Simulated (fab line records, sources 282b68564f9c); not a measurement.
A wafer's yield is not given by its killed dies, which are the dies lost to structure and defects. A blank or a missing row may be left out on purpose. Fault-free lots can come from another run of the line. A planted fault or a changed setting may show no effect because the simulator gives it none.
fab line records ; flow rit_cmos
record: lots: 5; wafers: 15; last_day: 7
route steps=202 shown M1@187
lots untouched by any fault: they come from a run of this same line in which no faults occurred
start_h: hours from the record's opening day to when the first of the lot's shown wafers began ; wait_h: hours elapsed since this lot's preceding step ; " identical to the entry in the row above ; L1.1+2: a row that stands for several wafers ; - no value present, or no start provided ; * or withheld: withheld ; < > ~ a bound
route shown NAME@n: names a module that has steps shown in the file, with the first one's number in the route ; usual: mean/standard deviation of fault-free wafers ; same: alike in all rows ; chamber/n: place in a boat ; sites: each site's reading ; _std_site: standard deviation of those values ; _edge_site: inner sites' mean taken away from outer sites' mean ; radius_mm: how far each site lies from the wafer's centre ; mask NAME#n: copy n ; behind: the most recent tool/chamber to have shaped the wafer ; hold: what put the lot on hold/how long, in hours/how the hold closed ; device: transistor that didn't switch, given as n, p or np ; end of line: at the end of the route, the tests of the same wafers ; step lacking rows: just its recipe ; killed: count of dies lost to structure and defects at first sort (not the wafer's yield) ; map: the dies of a wafer, with x for killed, . for not killed, _ for no die there
set.NAME: the setting the step ran with; set.NAME@STEP: the setting that earlier step ran with ; model.NAME: the simulator's own value behind a step, which no gauge read
lots seen at some steps along the route; tables by step, rows by wafer
services: a tool's chamber out of use, with start hour (start_h, from the record's first day; less than 0 if before it), hours out, and reason
== steps ==
step: RIT_M1_HMDS_03
recipe: prime_time_s: 60; prime_temp_c: 140
lot.wafer;tool;chamber;start_h;wait_h
L074.1+2+6;litho_track-01;0;54.30;0.1
L092.1+2+4;litho_track-01;0;144.35;0.1
L093.1+2+3;litho_track-04;0;147.98;0.1
L095.2+3+5;litho_track-01;0;158.84;0.1
L096.1+2+3;litho_track-02;0;163.31;0.1
step: RIT_M1_COAT_04
recipe: resist: NOVOLAK; spin_rpm: 2000; resist_thk_nm: 1300
lot.wafer;tool;chamber;start_h;wait_h
L074.1+2+6;litho_track-01;0;54.45;0.1
L092.1+2+4;litho_track-01;0;144.50;0.1
L093.1+2+3;litho_track-04;0;148.13;0.1
L095.2+3+5;litho_track-01;0;158.99;0.1
L096.1+2+3;litho_track-02;0;163.46;0.1
step: RIT_M1_SOFTBAKE_05
recipe: resist: NOVOLAK; temp_c: 90; time_s: 60
lot.wafer;tool;chamber;start_h;wait_h
L074.1+2+6;litho_track-01;0;54.60;0.1
L092.1+2+4;litho_track-01;0;144.65;0.1
L093.1+2+3;litho_track-04;0;148.28;0.1
L095.2+3+5;litho_track-01;0;159.14;0.1
L096.1+2+3;litho_track-02;0;163.61;0.1
step: RIT_M1_EXPOSE_06
recipe: mask_id: M12; na: 0.6; source_shape: conventional; sigma_outer: 0.5; target_cd_nm: 2600; dose_mj: 250
lot.wafer;tool;chamber;start_h;wait_h;mask
L074.1+2+6;iline_stepper-02;0;54.88;0.2;M12#0
L092.1+2+4;iline_stepper-01;0;144.92;0.2;M12#0
L093.1+2+3;iline_stepper-02;0;148.55;0.2;M12#0
L095.2+3+5;iline_stepper-01;0;159.41;0.2;M12#0
L096.1+2+3;iline_stepper-01;0;163.76;0.1;M12#0
step: RIT_M1_PEB_07
recipe: resist: NOVOLAK; temp_c: withheld; time_s: withheld
lot.wafer;tool;chamber;start_h;wait_h
L074.1+2+6;litho_track-01;0;54.99;0.1
L092.1+2+4;litho_track-01;0;145.04;0.1
L093.1+2+3;litho_track-01;0;148.67;0.1
L095.2+3+5;litho_track-01;0;159.54;0.1
L096.1+2+3;litho_track-01;0;163.92;0.1
step: RIT_M1_DEVELOP_08
recipe: resist: NOVOLAK; develop_time_s: 68; dev_temp_c: 24.05
lot.wafer;tool;chamber;start_h;wait_h
L074.1+2+6;litho_track-01;0;-;-
L092.1+2+4;litho_track-01;0;-;-
L093.1+2+3;litho_track-01;0;-;-
L095.2+3+5;litho_track-01;0;-;-
L096.1+2+3;litho_track-01;0;-;-
step: RIT_M1_CD_MEAS_09
recipe: target_cd_nm: 2600
usual: cd_nm: 2599.3/2.1
lot.wafer;tool;chamber;start_h;wait_h;cd_nm
L074.1;cd_sem-02;-;55.31;-;2597.8
L074.2;cd_sem-02;-;55.31;-;2597.8
L074.6;cd_sem-02;-;55.31;-;2597.7
L092.1;cd_sem-02;-;145.35;-;2603.8
L092.2;cd_sem-02;-;145.35;-;2600.9
L092.4;cd_sem-02;-;145.35;-;2602.4
L093.1;cd_sem-02;-;148.98;-;2599.5
L093.2;cd_sem-02;-;148.98;-;2599.2
L093.3;cd_sem-02;-;148.98;-;2601.3
L095.2;cd_sem-01;-;159.84;-;2600.1
L095.3;cd_sem-01;-;159.84;-;2600.0
L095.5;cd_sem-01;-;159.84;-;2600.9
L096.1;cd_sem-02;-;164.24;-;2598.3
L096.2;cd_sem-02;-;164.24;-;2599.7
L096.3;cd_sem-02;-;164.24;-;2597.9
step: RIT_M1_OVL_MEAS_10
usual: M1_OVL: 0.6/1.5
lot.wafer;tool;chamber;start_h;wait_h;M1_OVL[nm]
L074.1;overlay-01;-;55.43;0.1;1.4
L074.2;overlay-01;-;55.43;0.1;0.0
L074.6;overlay-01;-;55.43;0.1;0.4
L092.1;overlay-02;-;145.47;0.1;1.7
L092.2;overlay-02;-;145.47;0.1;2.5
L092.4;overlay-02;-;145.47;0.1;3.8
L093.1;overlay-02;-;149.10;0.1;1.3
L093.2;overlay-02;-;149.10;0.1;-0.3
L093.3;overlay-02;-;149.10;0.1;-0.5
L095.2;overlay-01;-;159.95;0.1;0.6
L095.3;overlay-01;-;159.95;0.1;1.5
L095.5;overlay-01;-;159.95;0.1;0.4
L096.1;overlay-01;-;164.36;0.1;1.4
L096.2;overlay-01;-;164.36;0.1;-0.7
L096.3;overlay-01;-;164.36;0.1;1.2
step: RIT_M1_HARDBAKE_11
recipe: resist: NOVOLAK; temp_c: 140; time_s: 120
lot.wafer;tool;chamber;start_h;wait_h
L074.1+2+6;litho_track-02;0;55.46;0.0
L092.1+2+4;litho_track-01;0;145.51;0.0
L093.1+2+3;litho_track-04;0;149.14;0.0
L095.2+3+5;litho_track-04;0;160.02;0.1
L096.1+2+3;litho_track-02;0;164.39;0.0
step: RIT_M1_METAL_ETCH_12
recipe: stop_on: SiO2; chemistry: Cl2/BCl3; target: Al; time_s: 165; over_etch_frac: 0.5; pressure_mtorr: 100; target_depth_a: 6000; rf_w: 250; Cl2_flow_sccm: 60; bcl3_flow_sccm: 50
usual: drypump_motor_current_A: 5.9/0.35; he_backside_leak_sccm: 3.4/0.42; mfc_cl2_sccm: 59.97/0.2; oes_product_au: 0.784/0.011; throttle_valve_pct: 8.36/0.16
lot.wafer;tool;chamber;start_h;wait_h;drypump_motor_current_A;he_backside_leak_sccm;mfc_cl2_sccm;oes_product_au;rf_hours_counter_h;throttle_valve_pct
L074.1;rie_metal-03;1;55.71;0.2;6.5;3.4;59.89;0.774;4;8.46
L074.2;rie_metal-03;0;55.71;0.2;5.8;3.6;60.06;0.788;4;8.47
L074.6;rie_metal-03;0;55.71;0.2;5.7;3.7;59.89;0.790;-;8.47
L092.1;rie_metal-03;0;145.76;0.2;5.8;3.5;59.97;0.781;5;8.46
L092.2;rie_metal-03;1;145.76;0.2;6.4;3.4;59.54;0.775;5;8.46
L092.4;rie_metal-03;1;145.76;0.2;6.5;3.4;59.91;0.777;-;8.47
L093.1;rie_metal-01;1;149.39;0.2;5.7;2.9;59.52;0.770;3;8.24
L093.2;rie_metal-01;0;149.39;0.2;5.6;3.3;60.03;0.796;4;8.11
L093.3;rie_metal-01;0;149.39;0.2;5.6;3.3;60.44;0.799;-;8.11
L095.2;rie_metal-04;1;160.23;0.2;6.2;3.1;60.07;0.779;0;8.32
L095.3;rie_metal-04;1;160.23;0.2;6.2;3.1;60.27;0.783;-;8.32
L095.5;rie_metal-04;0;160.23;0.2;5.6;3.2;60.33;0.781;-;8.55
L096.1;rie_metal-01;0;164.64;0.2;5.6;3.2;59.61;0.796;4;8.11
L096.2;rie_metal-01;1;164.64;0.2;5.7;3.0;59.86;0.782;3;8.24
L096.3;rie_metal-01;0;164.64;0.2;5.6;3.2;60.14;0.792;-;8.10
step: RIT_M1_STRIP_13
recipe: chemistry: nmp; resist: NOVOLAK; temp_c: 80; time_s: 600; dry: n2_spin
lot.wafer;tool;chamber;start_h;wait_h
L074.1+2+6;wet_bench-03;1;55.88;0.1
L092.1+2+4;wet_bench-01;0;145.92;0.1
L093.1+2+3;wet_bench-02;1;149.55;0.1
L095.2+3+5;wet_bench-02;1;160.39;0.1
L096.1+2+3;wet_bench-03;1;164.86;0.1
step: RIT_M1_STRIP_14
recipe: chemistry: O2; time_s: 180; platen_temp_c: withheld; power_w: 500; pressure_mtorr: 4000; o2_flow_sccm: 4000
usual: drypump_motor_current_A: 5.5/0.45
lot.wafer;tool;chamber;start_h;wait_h;drypump_motor_current_A;rf_hours_counter_h
L074.1;plasma_asher-01;1;56.05;0.0;5.3;43
L074.2;plasma_asher-01;0;56.05;0.0;6.3;43
L074.6;plasma_asher-01;1;56.05;0.0;5.3;-
L092.1;plasma_asher-04;1;146.09;0.0;5.0;51
L092.2;plasma_asher-04;0;146.09;0.0;5.4;51
L092.4;plasma_asher-04;1;146.09;0.0;5.0;-
L093.1;plasma_asher-04;0;149.74;0.0;5.4;51
L093.2;plasma_asher-04;1;149.74;0.0;5.1;51
L093.3;plasma_asher-04;1;149.74;0.0;5.0;-
L095.2;plasma_asher-01;0;160.58;0.0;6.3;53
L095.3;plasma_asher-01;1;160.58;0.0;5.2;-
L095.5;plasma_asher-01;0;160.58;0.0;6.3;-
L096.1;plasma_asher-03;1;165.05;0.0;6.1;5
L096.2;plasma_asher-03;0;165.05;0.0;5.5;5
L096.3;plasma_asher-03;1;165.05;0.0;6.0;-
step: RIT_M1_CD_MEAS_90
recipe: target_cd_nm: 2600
usual: cd_nm: 2600/3.3
lot.wafer;tool;chamber;start_h;wait_h;cd_nm
L074.1;cd_sem-02;-;56.23;0.1;2603
L074.2;cd_sem-02;-;56.23;0.1;2601
L074.6;cd_sem-02;-;56.23;0.1;2602
L092.1;cd_sem-02;-;146.27;0.1;2605
L092.2;cd_sem-02;-;146.27;0.1;2604
L092.4;cd_sem-02;-;146.27;0.1;2604
L093.1;cd_sem-02;-;149.92;0.1;2600
L093.2;cd_sem-02;-;149.92;0.1;2596
L093.3;cd_sem-02;-;149.92;0.1;2600
L095.2;cd_sem-01;-;160.78;0.1;2601
L095.3;cd_sem-01;-;160.78;0.1;2600
L095.5;cd_sem-01;-;160.78;0.1;2602
L096.1;cd_sem-01;-;165.23;0.1;2597
L096.2;cd_sem-01;-;165.23;0.1;2599
L096.3;cd_sem-01;-;165.23;0.1;2595
step: RIT_M1_ANNEAL_15
recipe: temp_c: 454.3; time_s: 1800; ambient: forming_gas_H2N2
usual: spike_tc_centre_C: 456.4/1.1; spike_tc_load_C: 471.4/2.9; zone_power_centre_pct: 21.4/1.5
lot.wafer;tool;chamber;start_h;wait_h;spike_tc_centre_C;spike_tc_load_C;zone_power_centre_pct
L074.1;-;-;56.35;0.1;457.2;475.1;19.5
L074.2;-;-;56.35;0.1;455.8;474.9;19.5
L074.6;-;-;56.35;0.1;456.9;475.4;19.4
L092.1;-;-;146.39;0.1;456.3;469.5;23.2
L092.2;-;-;146.39;0.1;455.6;470.6;23.3
L092.4;-;-;146.39;0.1;456.7;471.7;23.7
L093.1;-;-;150.04;0.1;457.6;475.4;19.5
L093.2;-;-;150.04;0.1;458.7;476.4;19.6
L093.3;-;-;150.04;0.1;457.5;475.5;19.5
L095.2;-;-;162.05;1.3;456.5;469.9;21.3
L095.3;-;-;162.05;1.3;457.4;470.7;20.6
L095.5;-;-;162.05;1.3;458.6;468.6;20.8
L096.1;-;-;168.27;3.0;456.0;469.0;22.9
L096.2;-;-;168.27;3.0;457.0;469.4;23.4
L096.3;-;-;168.27;3.0;456.0;470.6;23.4
step: RIT_M1_BOW_MEAS_16
recipe: mode: bow
usual: M1_BOW: 17/7.2
lot.wafer;tool;chamber;start_h;wait_h;M1_BOW[um]
L074.1;film_metro-04;-;57.85;0.0;8
L074.2;film_metro-04;-;57.85;0.0;18
L074.6;film_metro-04;-;57.85;0.0;-1
L092.1;film_metro-02;-;147.89;0.0;15
L092.2;film_metro-02;-;147.89;0.0;27
L092.4;film_metro-02;-;147.89;0.0;19
L093.1;film_metro-01;-;151.54;0.0;22
L093.2;film_metro-01;-;151.54;0.0;26
L093.3;film_metro-01;-;151.54;0.0;28
L095.2;film_metro-02;-;163.57;0.0;29
L095.3;film_metro-02;-;163.57;0.0;19
L095.5;film_metro-02;-;163.57;0.0;18
L096.1;film_metro-01;-;169.77;0.0;21
L096.2;film_metro-01;-;169.77;0.0;18
L096.3;film_metro-01;-;169.77;0.0;12
step: RIT_M1_PROBE_99
usual: defect_limited_yield: 97.5/1.1; killed_at_contacts: 0.1/0.35; killed_at_front_end: 6.6/2.7; killed_dies: 6.7/2.8; killed_open: 3.4/2.1; killed_short: 3.3/1.8; sort_bin_3_pad_short: 0.1/0.21; sort_bin_5_function: 1.4/0.79; sort_bin_6_memory: 1.0/0.58; sort_n_pass: 257.3/2.8; sort_yield_pct: 97.5/1.1
same: gross_dies: 264; killed_at_M0_to_M3: 0; killed_at_M4_up: 0; killed_at_back_side: 0; killed_at_other: 0
lot.wafer;tool;chamber;start_h;wait_h;defect_limited_yield[%];killed_at_contacts;killed_at_front_end;killed_dies;killed_open;killed_short;sort_bin_3_pad_short[%];sort_bin_5_function[%];sort_bin_6_memory[%];sort_n_pass;sort_yield_pct[%]
L092.1;prober-02;-;148.01;0.1;98.5;0;4;4;1;3;0;0.8;0.8;260.0;98.5
L092.2;prober-02;-;148.06;0.1;97.7;0;6;6;3;3;0;1.1;1.1;258.0;97.7
L092.4;prober-02;-;148.16;0.2;98.9;0;3;3;2;1;0;0.8;0.4;261.0;98.9
L093.1;prober-01;-;151.66;0.1;99.2;0;2;2;1;1;0;0;0.8;262.0;99.2
L093.2;prober-01;-;151.71;0.1;97.7;0;6;6;2;4;0;1.1;1.1;258.0;97.7
L093.3;prober-01;-;151.76;0.2;97.7;0;6;6;4;2;0;1.1;1.1;258.0;97.7
L095.2;prober-01;-;163.72;0.1;98.5;0;4;4;3;1;0;1.1;0.4;260.0;98.5
L095.3;prober-01;-;163.77;0.2;98.1;0;5;5;2;3;0.4;0.8;0.8;259.0;98.1
L095.5;prober-01;-;163.87;0.2;98.9;0;3;3;0;3;0;0.8;0.4;261.0;98.9
killed by level:class
L092.1 SPACER:geometric_particle:short=1 SILICIDE:geometric_particle:short=1 SILICIDE:geometric_particle:open=1 STARTING-WAFER:geometric_particle:short=1
L092.2 FOX1:geometric_particle:open=1 GATE:geometric_particle:short=1 GATE:geometric_particle:open=1 SPACER:geometric_particle:short=1 SPACER:geometric_particle:open=1 SILICIDE:geometric_particle:short=1
L092.4 GATE:geometric_particle:open=2 GATE:geometric_particle:short=1
L093.1 GATE:geometric_particle:short=1 REOX:geometric_particle:open=1
L093.2 GATE:geometric_particle:short=3 GATE:geometric_particle:open=2 SPACER:geometric_particle:short=1
L093.3 GATE:geometric_particle:short=2 GATE:geometric_particle:open=2 FOX1:geometric_particle:open=1 SPACER:geometric_particle:open=1
L095.2 GATE:geometric_particle:open=2 GATE:geometric_particle:short=1 REOX:geometric_particle:open=1
L095.3 FOX2:geometric_particle:short=1 GATE:geometric_particle:short=1 GATE:geometric_particle:open=1 REOX:geometric_particle:short=1 SPACER:geometric_particle:open=1
L095.5 GATE:geometric_particle:short=2 SILICIDE:geometric_particle:short=1
== services ==
tool;chamber;start_h;hours;kind
rie_metal-03;-;38.62;0.5;repair
furnace-03;-;41.62;4.6;pm
iline_stepper-01;-;75.45;5.2;repair
iline_stepper-02;0;76.45;-;calibration
furnace-04;-;98.79;4.0;pm
wet_bench-02;-;101.87;4.4;pm
plasma_asher-01;-;102.22;7.6;repair
rie_metal-01;1;108.40;21.7;repair
plasma_asher-03;-;108.75;9.0;pm
plasma_asher-03;0;108.75;9.0;vent_cycle
plasma_asher-03;1;108.75;9.0;vent_cycle
plasma_asher-03;0;117.75;-;clean
plasma_asher-03;1;117.75;-;clean
furnace-04;-;126.83;3.5;pm
rie_metal-01;-;134.69;0.5;repair
furnace-04;-;135.02;4.9;pm
rie_metal-04;-;136.12;20.0;pm
wet_bench-01;-;136.40;3.8;repair
iline_stepper-01;0;140.42;-;calibration
plasma_asher-03;-;150.44;2.8;pm
iline_stepper-01;-;155.22;1.7;pm
furnace-04;-;157.11;9.8;pm
rie_metal-04;-;164.81;2.8;pm
rie_metal-01;-;167.36;0.8;repair
== key ==
fault none
